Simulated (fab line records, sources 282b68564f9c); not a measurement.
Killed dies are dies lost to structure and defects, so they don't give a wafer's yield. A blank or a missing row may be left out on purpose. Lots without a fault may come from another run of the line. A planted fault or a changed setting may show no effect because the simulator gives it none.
Which tool did it? | flow rit_cmos | 14 lots, 42 wafers sampled, at 2 steps of a route of 202

WHAT THE GAUGES READ, wafer by wafer
The record holds no reading of a measuring or inspecting step that can be judged against a usual standard deviation.

WHICH TOOL RAN EACH LOT (tool, then ch and the chambers of the sampled wafers, then the start)
lot  | RIT_PSD_HMDS_00                  | RIT_M1_PROBE_99
L965 | litho_track-01 ch 0, day 3 12:06 | -
L966 | litho_track-04 ch 0, day 3 18:36 | -
L967 | litho_track-04 ch 0, day 3 23:44 | -
L968 | litho_track-01 ch 0, day 4 03:01 | -
L970 | litho_track-02 ch 0, day 4 11:19 | -
L972 | litho_track-04 ch 0, day 4 20:05 | -
L974 | litho_track-04 ch 0, day 5 08:00 | -
L976 | litho_track-01 ch 0, day 5 16:00 | prober-01, day 6 01:06
L978 | litho_track-04 ch 0, day 5 23:20 | -
L984 | litho_track-02 ch 0, day 7 07:45 | -
L985 | litho_track-02 ch 0, day 7 12:34 | -
L986 | litho_track-01 ch 0, day 7 16:36 | -
L987 | litho_track-02 ch 0, day 7 21:38 | prober-01, day 8 06:50
L988 | litho_track-01 ch 0, day 8 04:05 | -
- RIT_PSD_HMDS_00: prime time 60 s.
- RIT_M1_PROBE_99

WHAT THE TOOLS THEMSELVES READ (means of the sampled wafers that have a number; where no wafer has one, the mark that the record gives instead)
RIT_PSD_HMDS_00. Usual: prime_temp_c 140.01 C, standard deviation 0.14; resist_line_temp_C 23.01 C, standard deviation 0.095.
lot  | tool           | prime_temp_c (C) | resist_line_temp_C (C) | flag
L965 | litho_track-01 | 140.03           | 23.11                  |
L966 | litho_track-04 | 140.11           | 22.95                  |
L967 | litho_track-04 | 139.93           | 23.06                  |
L968 | litho_track-01 | 140.01           | 22.96                  |
L970 | litho_track-02 | 140.05           | 22.99                  |
L972 | litho_track-04 | 139.94           | 23.18                  |
L974 | litho_track-04 | 143.27           | 22.99                  | OFF
L976 | litho_track-01 | 140.09           | 23.05                  |
L978 | litho_track-04 | 143.34           | 22.98                  | OFF
L984 | litho_track-02 | 140.06           | 23.01                  |
L985 | litho_track-02 | 140.15           | 23.01                  |
L986 | litho_track-01 | 140.06           | 23.05                  |
L987 | litho_track-02 | 139.94           | 22.89                  |
L988 | litho_track-01 | 140.08           | 22.98                  |

RIT_M1_PROBE_99. Usual: killed_at_M0_to_M3 0.0, standard deviation 0.14; killed_at_contacts 0.1, standard deviation 0.27; killed_at_front_end 6.5, standard deviation 2.8; killed_dies 6.6, standard deviation 2.8; killed_open 3.5, standard deviation 2; killed_short 3.2, standard deviation 1.8.
lot  | tool      | killed_at_M0_to_M3 | killed_at_contacts | killed_at_front_end | killed_dies | killed_open | killed_short | flag
L976 | prober-01 | 0.0                | 0.0                | 5.0                 | 5.0         | 2.0         | 3.0          |
L987 | prober-01 | 0.0                | 0.0                | 8.0                 | 8.0         | 4.0         | 4.0          |

THE ANSWER, worked out from the rows above alone
Rule: a lot is off if the mean of its wafers that have a number lies more than 3 standard deviations from the usual mean. A lot without any number at a reading at which 4 lots or more have one is off too. The other lots that the step has rows for count as sound. The gauges are gone through in route order, then the tools' own readings, and for those a lot's mean is taken as printed above. The first step at which some lot is off is used, and at that step the reading that is off furthest; a lot without a number counts as furthest.
Off: L974, L978, at RIT_PSD_HMDS_00 (prime_temp_c).
A tool fits if, at that step or a process step before it, it ran every lot that is off, and no sound lot after the first of them. One fits: litho_track-04 at RIT_PSD_HMDS_00. Its last sound lot is L972 (day 4 20:05), its first lot that is off L974 (day 5 08:00): a fault that began between those two fits.
The tool's own readings at RIT_PSD_HMDS_00 bear it out: on the lots that are off they differ by more than 5 times the standard deviation of the sound lots' means. prime_temp_c reads 143.31 C there against 140.04 C on the sound lots.

WHAT THE SIMULATOR HAD PUT IN
Process parameter drift: litho_track-04, from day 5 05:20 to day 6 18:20, at RIT_PSD_HMDS_00. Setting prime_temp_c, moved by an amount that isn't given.
Lots struck among those shown: L974, L978. The rule above found the same.
